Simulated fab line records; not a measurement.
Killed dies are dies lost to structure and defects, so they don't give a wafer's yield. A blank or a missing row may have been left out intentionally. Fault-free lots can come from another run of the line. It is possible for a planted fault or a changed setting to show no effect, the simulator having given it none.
fab line records	flow berkeley_cmos170
record: lots: 5	wafers: 23
route steps=331 shown PWELL@39 FIELD@90 PVT@122 GATE@125 NLDD@167 PSD@183 BACKSIDE@200
start_h: hours from the record's opening day to when the first of the lot's shown wafers began	wait_h: time in hours since the lot's previous step	" the same as in the row above	L1.1+2: several wafers, shown together as one row	- either no value or no given start	* or withheld: withheld	< > ~ a bound
route shown NAME@n: names a module that has steps shown in the file, with the first one's number in the route	usual: average and standard deviation across the fault-free wafers	same: alike in all rows	chamber/n: place in a boat	sites: the reading at each site	_std_site: how widely they spread, as a standard deviation	_edge_site: inner sites' mean taken away from outer sites' mean	radius_mm: how far each site lies from the wafer's centre	mask NAME#n: copy n	behind: tool/chamber where the wafer was last shaped	hold: why the lot was held/for how many hours/how that ended	device: which transistor (n, p or np) failed to switch	end of line: the route-end tests of the same wafers	for a step that has no rows: nothing shown but its recipe	killed: not the wafer's yield, but the dies lost to structure and defects at the first sort	map: the dies of a wafer, with x for killed, . for not killed, _ for no die there
set.NAME: the setting the step ran with; set.NAME@STEP: the setting that earlier step ran with	model.NAME: the simulator's own value behind a step, which no gauge read
one table per step and one row per wafer, for lots whose settings were changed on purpose
== steps ==
step: UCB170_PWELL_CVD_05
recipe: material: Si3N4	target_thk_nm: 220	temp_c: 800	precursor: SiH2Cl2/NH3	time_s: 3300	pressure_mtorr: 200	sih2cl2_flow_sccm: 25	nh3_flow_sccm: 75
lot.wafer	tool	chamber	start_h	wait_h	set.time_s	model.Si3N4_of_PWELL_CVD_05.thk_nm
L077.2	-	-	-	1.2	3581	238.5
L077.3	"	-	"	"	3581	239.1
L077.4	"	-	"	"	3581	239.9
L077.5	"	-	"	"	3581	240.3
L077.6	"	-	"	"	3581	238.6
L080.1	-	-	-	2.2	3170	210.9
L080.3	"	-	"	"	3170	212
L080.4	"	-	"	"	3170	210.7
L080.5	"	-	"	"	3170	212.3
L080.6	"	-	"	"	3170	211.2
L081.1	-	-	-	1.0	3612	237.6
L081.2	"	-	"	"	3612	238.2
L081.3+4	"	-	"	"	3612	237.9
L081.5	"	-	"	"	3612	237.1
L082.1	lpcvd-01	1	82.56	0.0	3300	220.3
L082.2	"	1	"	"	3300	218.7
L082.4	"	1	"	"	3300	220.6
L083.1	-	-	-	0.5	3300	215.9
L083.2	"	-	"	"	3300	219.1
L083.3	"	-	"	"	3300	216.4
L083.5	"	-	"	"	3300	217.8
L083.6	"	-	"	"	3300	217.6
step: UCB170_PWELL_THK_MEAS_06
recipe: reads: Si3N4_of_PWELL_CVD_05
usual: PWELL_NITRIDE_THK: 219.6/1.7
lot.wafer	tool	chamber	start_h	wait_h	set.time_s@PWELL_CVD_05	PWELL_NITRIDE_THK[nm]
L077.2	film_metro-04	-	-	-	3581	238.5
L077.3	"	-	"	"	3581	239.2
L077.4	"	-	"	"	3581	239.9
L077.5	"	-	"	"	3581	240.3
L077.6	"	-	"	"	3581	238.6
L080.1	film_metro-04	-	-	-	3170	211.0
L080.3	"	-	"	"	3170	212.2
L080.4	"	-	"	"	3170	210.6
L080.5	"	-	"	"	3170	212.2
L080.6	"	-	"	"	3170	211.0
L081.1	film_metro-03	-	-	-	3612	237.6
L081.2	"	-	"	"	3612	238.1
L081.3	"	-	"	"	3612	238.0
L081.4	"	-	"	"	3612	237.9
L081.5	"	-	"	"	3612	237.2
L082.1	film_metro-04	-	84.48	0.0	3300	220.5
L082.2	"	-	"	"	3300	218.6
L082.4	"	-	"	"	3300	220.6
L083.1	film_metro-04	-	-	-	3300	215.9
L083.2	"	-	"	"	3300	219.0
L083.3	"	-	"	"	3300	216.4
L083.5	"	-	"	"	3300	217.8
L083.6	"	-	"	"	3300	217.7
step: UCB170_PWELL_HMDS_07
recipe: prime_time_s: 60	prime_temp_c: 100
step: UCB170_PWELL_COAT_08
recipe: resist: KrF	spin_rpm: 1500	resist_thk_nm: 900
step: UCB170_PWELL_DEVELOP_12
recipe: developer: TMAH	develop_time_s: 45	resist: KrF	dev_temp_c: 21
step: UCB170_PWELL_ETCH_14
recipe: chemistry: CH3F/Ar/O2	target: Si3N4	stop_on: SiO2	CH3F_flow_sccm: 20	Ar_flow_sccm: 50	O2_flow_sccm: 7	pressure_mtorr: 50	rf_w: 450	target_depth_a: 2420	over_etch_frac: 0.1	time_s: 151
lot.wafer	tool	chamber	start_h	wait_h	set.time_s@PWELL_CVD_05	model.etch.depth_nm
L077.2+4+6	rie_diel-01	2,1,2	64.63	0.0	3581	-
L077.3	"	0	"	"	3581	234.2
L077.5	"	1	"	"	3581	236.3
L081.1+3+4	rie_diel-03	0,1,2	80.97	0.0	3612	-
L081.2	"	3	"	"	3612	238.2
L081.5	"	1	"	"	3612	237.1
L080.1	rie_diel-01	2	81.06	0.0	3170	210.9
L080.3+4+5	"	0,3,3	"	"	3170	-
L080.6	"	2	"	"	3170	211.2
L082.1	rie_diel-03	1	85.55	0.0	3300	220.3
L082.2	"	2	"	"	3300	218.7
L082.4	"	0	"	"	3300	220.6
L083.1	rie_diel-01	0	91.14	0.0	3300	215.9
L083.2	"	3	"	"	3300	219.1
L083.3	"	2	"	"	3300	216.4
L083.5	"	2	"	"	3300	217.8
L083.6	"	3	"	"	3300	217.6
step: UCB170_PWELL_IMPLANT_15
recipe: species: B	dose_cm2: 5e+12	energy_kev: 60	tilt_deg: 7
lot.wafer	tool	chamber	start_h	wait_h	set.energy_kev	model.implant.rp_nm	model.implant.drp_nm
L077.2+3+6	implanter-03	0	64.76	0.1	57.88	188	63.47
L077.4+5	"	0	"	"	60	194.3	64.7
L081.1+2	implanter-03	0	81.07	0.1	60	193.6	64.7
L081.3+4+5	"	0	"	"	57.52	186.2	63.26
L080.1+3+5	implanter-01	0	81.16	0.1	60	191.7	64.7
L080.4+6	"	0	"	"	57.94	185.6	63.5
L082.1+2+4	implanter-01	0	85.65	0.1	60	196.3	64.7
L083.1+3+6	implanter-02	0	91.24	0.1	60	186.9	64.7
L083.2+5	"	0	"	"	56.75	177.6	62.8
step: UCB170_FIELD_OXIDATION_01
recipe: temp_c: 1000	ambient: H2O	p_h2o_torr: 584.62	target_thk_a: 5583	ox_time_s: 7200
lot.wafer	tool	chamber	start_h	wait_h	set.temp_c	model.SiO2_of_FIELD_OXIDATION_01.thk_nm
L077.2	-	-	-	1.3	1024	634.6
L077.3	"	-	"	"	1024	639.2
L077.4	"	-	"	"	1024	623.3
L077.5	"	-	"	"	1024	625.6
L077.6	"	-	"	"	1024	630.1
L080.1	-	-	-	2.6	1015	610.5
L080.3	"	-	"	"	1015	605.8
L080.4	"	-	"	"	1015	616
L080.5	"	-	"	"	1015	612.7
L080.6	"	-	"	"	1015	606
L081.1	-	-	-	2.9	975.2	459
L081.2	"	-	"	"	975.2	461.2
L081.3	"	-	"	"	975.2	464.6
L081.4	"	-	"	"	975.2	465.3
L081.5	"	-	"	"	975.2	460.7
L082.1	furnace-01	0	120.97	3.4	1000	574.9
L082.2	"	0	"	"	1000	584.4
L082.4	"	0	"	"	1000	583.1
L083.1	-	-	-	3.6	1015	626.2
L083.2	"	-	"	"	1015	627.4
L083.3	"	-	"	"	1015	631.8
L083.5	"	-	"	"	1015	626.9
L083.6	"	-	"	"	1015	629.4
step: UCB170_FIELD_THK_MEAS_02
recipe: reads: SiO2_of_FIELD_OXIDATION_01
usual: FIELD_OXIDE_THK: 560/13
lot.wafer	tool	chamber	start_h	wait_h	set.temp_c@FIELD_OXIDATION_01	FIELD_OXIDE_THK[nm]
L077.2	film_metro-02	-	-	-	1024	635
L077.3	"	-	"	"	1024	640
L077.4	"	-	"	"	1024	624
L077.5	"	-	"	"	1024	625
L077.6	"	-	"	"	1024	630
L080.1	film_metro-04	-	-	-	1015	611
L080.3	"	-	"	"	1015	606
L080.4	"	-	"	"	1015	616
L080.5	"	-	"	"	1015	612
L080.6	"	-	"	"	1015	606
L081.1	film_metro-02	-	-	-	975.2	459
L081.2	"	-	"	"	975.2	461
L081.3	"	-	"	"	975.2	464
L081.4	"	-	"	"	975.2	466
L081.5	"	-	"	"	975.2	461
L082.1	film_metro-03	-	123.97	0.0	1000	575
L082.2	"	-	"	"	1000	585
L082.4	"	-	"	"	1000	583
L083.1	film_metro-02	-	-	-	1015	626
L083.2	"	-	"	"	1015	627
L083.3	"	-	"	"	1015	632
L083.5	"	-	"	"	1015	627
L083.6	"	-	"	"	1015	630
step: UCB170_FIELD_ANNEAL_03
recipe: temp_c: 1000	time_s: 1200	ambient: N2
step: UCB170_FIELD_WET_ETCH_04
recipe: chemistry: dHF	dilution: 10:1	target: SiO2	temp_c: 25	time_s: 60
step: UCB170_FIELD_WET_ETCH_05
recipe: chemistry: H3PO4	target: Si3N4	temp_c: 160	time_s: 12600
step: UCB170_FIELD_WET_ETCH_06
recipe: chemistry: BOE	dilution: 5:1	target: SiO2	temp_c: 25	time_s: 22
step: UCB170_FIELD_THK_MEAS_90
recipe: reads: SiO2_of_FIELD_OXIDATION_01
usual: FIELD_OXIDE_LEFT_1_THK: 443/12
lot.wafer	tool	chamber	start_h	wait_h	set.temp_c@FIELD_OXIDATION_01	FIELD_OXIDE_LEFT_1_THK[nm]
L077.2	film_metro-02	-	106.66	0.0	1024	518
L077.3	"	-	"	"	1024	523
L077.4	"	-	"	"	1024	507
L077.5	"	-	"	"	1024	509
L077.6	"	-	"	"	1024	514
L080.1	film_metro-03	-	119.41	0.0	1015	495
L080.3	"	-	"	"	1015	490
L080.4	"	-	"	"	1015	501
L080.5	"	-	"	"	1015	497
L080.6	"	-	"	"	1015	491
L081.1	film_metro-04	-	119.41	0.0	975.2	343
L081.2	"	-	"	"	975.2	345
L081.3	"	-	"	"	975.2	349
L081.4	"	-	"	"	975.2	349
L081.5	"	-	"	"	975.2	344
L082.1	film_metro-02	-	133.97	0.0	1000	458
L082.2	"	-	"	"	1000	468
L082.4	"	-	"	"	1000	466
L083.1	film_metro-03	-	134.00	0.0	1015	509
L083.2	"	-	"	"	1015	511
L083.3	"	-	"	"	1015	515
L083.5	"	-	"	"	1015	509
L083.6	"	-	"	"	1015	512
step: UCB170_PVT_IMPLANT_07
recipe: species: P	dose_cm2: 2e+12	energy_kev: 30	tilt_deg: 7
lot.wafer	tool	chamber	start_h	wait_h	set.energy_kev	model.implant.rp_nm	model.implant.drp_nm
L077.2+3+4+5+6	implanter-02	0	118.83	0.0	30	36.72	16.56
L081.1+2	implanter-04	0	137.84	0.0	30	36.49	16.56
L081.3+4+5	"	0	"	"	31.44	38.15	17.23
L080.1+3+4+5+6	implanter-01	0	138.11	0.0	30	37.09	16.56
L083.1+3+5	implanter-04	0	147.12	0.0	30	36.75	16.56
L083.2+6	"	0	"	"	28.49	35.49	16.05
L082.1+2+4	implanter-02	0	147.52	0.0	30	36.68	16.56
step: UCB170_PVT_STRIP_08
recipe: chemistry: O2	power_w: 400	pressure_mtorr: 3500	platen_temp_c: withheld	o2_flow_sccm: 400	overash_fraction: 0.5
step: UCB170_GATE_WET_ETCH_00
recipe: chemistry: dHF	dilution: 25:1	target: SiO2	temp_c: 25	time_s: 200
step: UCB170_FIELD_THK_MEAS_91
recipe: reads: SiO2_of_FIELD_OXIDATION_01
usual: FIELD_OXIDE_LEFT_2_THK: 355/13
lot.wafer	tool	chamber	start_h	wait_h	set.temp_c@FIELD_OXIDATION_01	FIELD_OXIDE_LEFT_2_THK[nm]
L077.2	film_metro-03	-	119.48	0.0	1024	430
L077.3	"	-	"	"	1024	433
L077.4	"	-	"	"	1024	418
L077.5	"	-	"	"	1024	420
L077.6	"	-	"	"	1024	425
L081.1	film_metro-04	-	138.21	0.0	975.2	253
L081.2	"	-	"	"	975.2	256
L081.3	"	-	"	"	975.2	259
L081.4	"	-	"	"	975.2	260
L081.5	"	-	"	"	975.2	255
L080.1	film_metro-02	-	138.49	0.0	1015	406
L080.3	"	-	"	"	1015	402
L080.4	"	-	"	"	1015	412
L080.5	"	-	"	"	1015	409
L080.6	"	-	"	"	1015	402
L083.1	film_metro-03	-	147.54	0.0	1015	420
L083.2	"	-	"	"	1015	422
L083.3	"	-	"	"	1015	426
L083.5	"	-	"	"	1015	421
L083.6	"	-	"	"	1015	423
L082.1	film_metro-02	-	147.90	0.0	1000	370
L082.2	"	-	"	"	1000	380
L082.4	"	-	"	"	1000	379
step: UCB170_GATE_COAT_07
recipe: resist: KrF	spin_rpm: 1500	resist_thk_nm: 900
lot.wafer	tool	chamber	start_h	wait_h	set.spin_rpm	model.KrF_of_GATE_COAT_07.thk_nm
L077.2	litho_track-02	0	-	-	1610	866.8
L077.3	"	0	"	"	1610	868.8
L077.4	"	0	"	"	1500	897.3
L077.5	"	0	"	"	1610	868.6
L077.6	"	0	"	"	1500	897.9
L080.1	litho_track-04	0	-	-	1500	899.9
L080.3	"	0	"	"	1419	924.8
L080.4	"	0	"	"	1419	923.4
L080.5	"	0	"	"	1419	922.1
L080.6	"	0	"	"	1500	899.2
L081.1	litho_track-02	0	-	-	1500	893.9
L081.2	"	0	"	"	1591	869.8
L081.3	"	0	"	"	1500	894.1
L081.4	"	0	"	"	1500	895.3
L081.5	"	0	"	"	1591	869.9
L083.1	litho_track-01	0	-	-	1600	871.1
L083.2	"	0	"	"	1600	868.9
L083.3	"	0	"	"	1500	901.8
L083.5	"	0	"	"	1600	867.7
L083.6	"	0	"	"	1500	899.7
L082.1+4	litho_track-02	0	-	-	1500	901.9
L082.2	"	0	"	"	1500	901.3
step: UCB170_GATE_SOFTBAKE_08
recipe: resist: KrF	temp_c: 130	time_s: 60
step: UCB170_GATE_EXPOSE_09
recipe: mask_id: POLY	target_cd_nm: 350	na: 0.5	sigma_outer: 0.6	source_shape: conventional	dose_mj: 21
step: UCB170_GATE_ETCH_14
recipe: chemistry: N2/H2	target_depth_a: withheld	overetch_a: withheld	target: BARC	time_s: withheld	source_w: 500	bias_w: 100	pressure_mtorr: 30	n2_flow_sccm: 100	h2_flow_sccm: 200
step: UCB170_GATE_ETCH_15
recipe: chemistry: HBr/Cl2	target: poly-Si	stop_on: SiO2	over_etch_frac: 0.3	icp_w: 300	bias_w: 150	time_s: 56.3	pressure_mtorr: 15	HBr_flow_sccm: 150	Cl2_flow_sccm: 50	target_depth_a: 2782
lot.wafer	tool	chamber	start_h	wait_h	set.spin_rpm@GATE_COAT_07	model.KrF_of_GATE_COAT_07.thk_nm
L077.2	rie_si-02	1	135.07	-	1610	741.8
L077.3	"	0	"	"	1610	750.1
L077.4	"	2	"	"	1500	776.7
L077.5	"	0	"	"	1610	748.9
L077.6	"	1	"	"	1500	774.8
L080.1	rie_si-02	3	147.39	-	1500	779
L080.3	"	2	"	"	1419	804.1
L080.4	"	0	"	"	1419	802.4
L080.5	"	2	"	"	1419	801
L080.6	"	3	"	"	1500	778.2
L081.1	rie_si-01	0	147.41	-	1500	770.7
L081.2	"	3	"	"	1591	749.6
L081.3	"	1	"	"	1500	770.4
L081.4	"	3	"	"	1500	775.7
L081.5	"	1	"	"	1591	746.3
L083.1	rie_si-02	1	158.69	-	1600	746.5
L083.2	"	0	"	"	1600	748
L083.3	"	3	"	"	1500	780.1
L083.5	"	0	"	"	1600	747.1
L083.6	"	1	"	"	1500	775.9
L082.1	rie_si-01	3	158.96	-	1500	781.5
L082.2	"	0	"	"	1500	777.9
L082.4	"	2	"	"	1500	778.7
step: UCB170_NLDD_IMPLANT_09
recipe: species: As	dose_cm2: 5e+13	energy_kev: 30	tilt_deg: 7	rotation_deg: 180
lot.wafer	tool	chamber	start_h	wait_h	set.energy_kev	model.implant.rp_nm	model.implant.drp_nm
L077.2+5+6	implanter-04	0	139.73	0.1	30	20.94	9.611
L077.3+4	"	0	"	"	30.78	21.35	9.793
L080.1+3+5	implanter-01	0	151.46	0.1	31.03	21.57	9.851
L080.4+6	"	0	"	"	30	21.02	9.611
L081.1+2+3	implanter-03	0	151.75	0.1	30	21.06	9.611
L081.4+5	"	0	"	"	28.28	20.14	9.208
L083.1+5+6	implanter-03	0	162.64	0.1	30	20.96	9.611
L083.2+3	"	0	"	"	31.66	21.84	9.999
L082.1+2+4	implanter-01	0	163.28	0.1	30	21.43	9.611
step: UCB170_PSD_IMPLANT_08
recipe: species: B	dose_cm2: 3e+15	energy_kev: 20	tilt_deg: 7
lot.wafer	tool	chamber	start_h	wait_h	set.energy_kev	model.implant.rp_nm	model.implant.drp_nm
L077.2+3+6	implanter-02	0	144.97	0.0	19.54	63.46	27.88
L077.4+5	"	0	"	"	20	64.93	28.34
L081.1+3	implanter-03	0	157.51	0.0	21.12	69.38	29.61
L081.2+4+5	"	0	"	"	20	65.74	28.34
L080.1+5+6	implanter-04	0	157.64	0.0	19.51	65.04	27.85
L080.3+4	"	0	"	"	20	66.66	28.34
L082.1+2+4	implanter-03	0	167.22	0.0	20	66.85	28.34
L083.1+2+3+5+6	implanter-02	0	167.49	0.0	20	64.98	28.34
step: UCB170_PSD_STRIP_09
recipe: chemistry: O2	power_w: 400	pressure_mtorr: 3500	platen_temp_c: withheld	o2_flow_sccm: 400	overash_fraction: 0.5
usual: strip_time_to_endpoint_s: 29.40/0.068
lot.wafer	tool	chamber	start_h	wait_h	set.energy_kev@PSD_IMPLANT_08	strip_time_to_endpoint_s
L077.2	plasma_asher-04	1	145.10	0.1	19.54	29.23
L077.3	"	0	"	"	19.54	29.28
L077.4	"	1	"	"	20	29.43
L077.5	"	0	"	"	20	29.46
L077.6	"	1	"	"	19.54	29.31
L081.1	plasma_asher-01	0	157.66	0.1	21.12	29.83
L081.2	"	1	"	"	20	29.40
L081.3	"	1	"	"	21.12	29.81
L081.4	"	0	"	"	20	29.28
L081.5	"	0	"	"	20	29.25
L080.1	plasma_asher-02	0	157.79	0.1	19.51	29.19
L080.3	"	1	"	"	20	29.43
L080.4	"	0	"	"	20	29.42
L080.5	"	1	"	"	19.51	29.18
L080.6	"	0	"	"	19.51	29.21
L082.1	plasma_asher-04	0	167.37	0.1	20	29.41
L082.2	"	1	"	"	20	29.37
L082.4	"	1	"	"	20	29.37
L083.1	plasma_asher-02	1	167.64	0.1	20	29.44
L083.2	"	0	"	"	20	29.36
L083.3	"	1	"	"	20	29.45
L083.5	"	1	"	"	20	29.39
L083.6	"	0	"	"	20	29.46
step: UCB170_BACKSIDE_COAT_01
recipe: resist: KrF	spin_rpm: 1500	resist_thk_nm: 900
lot.wafer	tool	chamber	start_h	wait_h	set.spin_rpm	model.KrF_of_BACKSIDE_COAT_01.thk_nm
L077.2	litho_track-04	0	148.72	0.1	1500	900.2
L077.3	"	0	"	"	1442	916
L077.4	"	0	"	"	1500	901.2
L077.5	"	0	"	"	1442	917.6
L077.6	"	0	"	"	1500	897
L081.1	litho_track-04	0	160.17	0.1	1426	923.9
L081.2	"	0	"	"	1500	900.6
L081.3	"	0	"	"	1500	899.1
L081.4	"	0	"	"	1500	903.5
L081.5	"	0	"	"	1426	924.3
L080.1	litho_track-04	0	160.89	0.1	1500	896.8
L080.3	"	0	"	"	1530	888.3
L080.4	"	0	"	"	1530	890.7
L080.5	"	0	"	"	1500	901.5
L080.6	"	0	"	"	1530	891.4
L082.1	litho_track-04	0	170.13	0.1	1500	899.8
L082.2	"	0	"	"	1500	897
L082.4	"	0	"	"	1500	896.2
L083.1	litho_track-01	0	170.74	0.1	1405	933.4
L083.2	"	0	"	"	1405	930.6
L083.3	"	0	"	"	1500	899.1
L083.5	"	0	"	"	1405	929.3
L083.6	"	0	"	"	1500	899.2
step: UCB170_BACKSIDE_SOFTBAKE_02
recipe: resist: KrF	temp_c: 130	time_s: 60
step: UCB170_BACKSIDE_STRIP_03
recipe: chemistry: O2	power_w: 400	pressure_mtorr: 3500	platen_temp_c: withheld	o2_flow_sccm: 400	overash_fraction: 0.5
usual: strip_time_to_endpoint_s: 21.95/0.061
lot.wafer	tool	chamber	start_h	wait_h	set.spin_rpm@BACKSIDE_COAT_01	strip_time_to_endpoint_s
L077.2	plasma_asher-02	1	148.99	0.1	1500	21.97
L077.3	"	0	"	"	1442	22.35
L077.4	"	1	"	"	1500	22.00
L077.5	"	1	"	"	1442	22.40
L077.6	"	0	"	"	1500	21.90
L081.1	plasma_asher-03	0	160.47	0.1	1426	22.56
L081.2	"	1	"	"	1500	21.99
L081.3	"	1	"	"	1500	21.95
L081.4	"	0	"	"	1500	22.06
L081.5	"	0	"	"	1426	22.55
L080.1	plasma_asher-04	0	161.19	0.1	1500	21.89
L080.3	"	0	"	"	1530	21.69
L080.4	"	1	"	"	1530	21.76
L080.5	"	0	"	"	1500	22.00
L080.6	"	1	"	"	1530	21.76
L082.1	plasma_asher-03	1	170.43	0.1	1500	21.95
L082.2	"	0	"	"	1500	21.91
L082.4	"	1	"	"	1500	21.88
L083.1	plasma_asher-02	1	171.04	0.1	1405	22.76
L083.2	"	0	"	"	1405	22.69
L083.3	"	1	"	"	1500	21.95
L083.5	"	1	"	"	1405	22.69
L083.6	"	0	"	"	1500	21.96
== key ==
split: step: UCB170_PWELL_CVD_05	setting: time_s	stated: 3300	by: lot
response: step: UCB170_PWELL_CVD_05	reading: model.Si3N4_of_PWELL_CVD_05.thk_nm	change: +2.13	per: 1%	r: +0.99
response: step: UCB170_PWELL_THK_MEAS_06	reading: PWELL_NITRIDE_THK	change: +2.14	per: 1%	r: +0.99
response: step: UCB170_PWELL_ETCH_14	reading: model.etch.depth_nm	change: +1.99	per: 1%	r: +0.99
split: step: UCB170_PWELL_IMPLANT_15	setting: energy_kev	stated: 60	by: wafer
response: step: UCB170_PWELL_IMPLANT_15	reading: model.implant.rp_nm	change: +1.75	per: 1%	r: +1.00
response: step: UCB170_PWELL_IMPLANT_15	reading: model.implant.drp_nm	change: +0.349	per: 1%	r: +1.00
split: step: UCB170_FIELD_OXIDATION_01	setting: temp_c	stated: 1000	by: lot
response: step: UCB170_FIELD_OXIDATION_01	reading: model.SiO2_of_FIELD_OXIDATION_01.thk_nm	change: +36	per: 1%	r: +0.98
response: step: UCB170_FIELD_THK_MEAS_02	reading: FIELD_OXIDE_THK	change: +36	per: 1%	r: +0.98
response: step: UCB170_FIELD_THK_MEAS_90	reading: FIELD_OXIDE_LEFT_1_THK	change: +36	per: 1%	r: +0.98
response: step: UCB170_FIELD_THK_MEAS_91	reading: FIELD_OXIDE_LEFT_2_THK	change: +36.1	per: 1%	r: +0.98
split: step: UCB170_PVT_IMPLANT_07	setting: energy_kev	stated: 30	by: wafer
response: step: UCB170_PVT_IMPLANT_07	reading: model.implant.rp_nm	change: +0.296	per: 1%	r: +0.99
response: step: UCB170_PVT_IMPLANT_07	reading: model.implant.drp_nm	change: +0.119	per: 1%	r: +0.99
split: step: UCB170_GATE_COAT_07	setting: spin_rpm	stated: 1500	by: wafer
response: step: UCB170_GATE_COAT_07	reading: model.KrF_of_GATE_COAT_07.thk_nm	change: -4.29	per: 1%	r: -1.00
response: step: UCB170_GATE_ETCH_15	reading: model.KrF_of_GATE_COAT_07.thk_nm	change: -4.22	per: 1%	r: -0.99
split: step: UCB170_NLDD_IMPLANT_09	setting: energy_kev	stated: 30	by: wafer
response: step: UCB170_NLDD_IMPLANT_09	reading: model.implant.rp_nm	change: +0.16	per: 1%	r: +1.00
response: step: UCB170_NLDD_IMPLANT_09	reading: model.implant.drp_nm	change: +0.0702	per: 1%	r: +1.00
split: step: UCB170_PSD_IMPLANT_08	setting: energy_kev	stated: 20	by: wafer
response: step: UCB170_PSD_IMPLANT_08	reading: model.implant.rp_nm	change: +0.65	per: 1%	r: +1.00
response: step: UCB170_PSD_IMPLANT_08	reading: model.implant.drp_nm	change: +0.22	per: 1%	r: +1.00
response: step: UCB170_PSD_STRIP_09	reading: strip_time_to_endpoint_s	change: *	per: 1%	r: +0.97
split: step: UCB170_BACKSIDE_COAT_01	setting: spin_rpm	stated: 1500	by: wafer
response: step: UCB170_BACKSIDE_COAT_01	reading: model.KrF_of_BACKSIDE_COAT_01.thk_nm	change: -4.81	per: 1%	r: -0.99
response: step: UCB170_BACKSIDE_STRIP_03	reading: strip_time_to_endpoint_s	change: *	per: 1%	r: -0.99
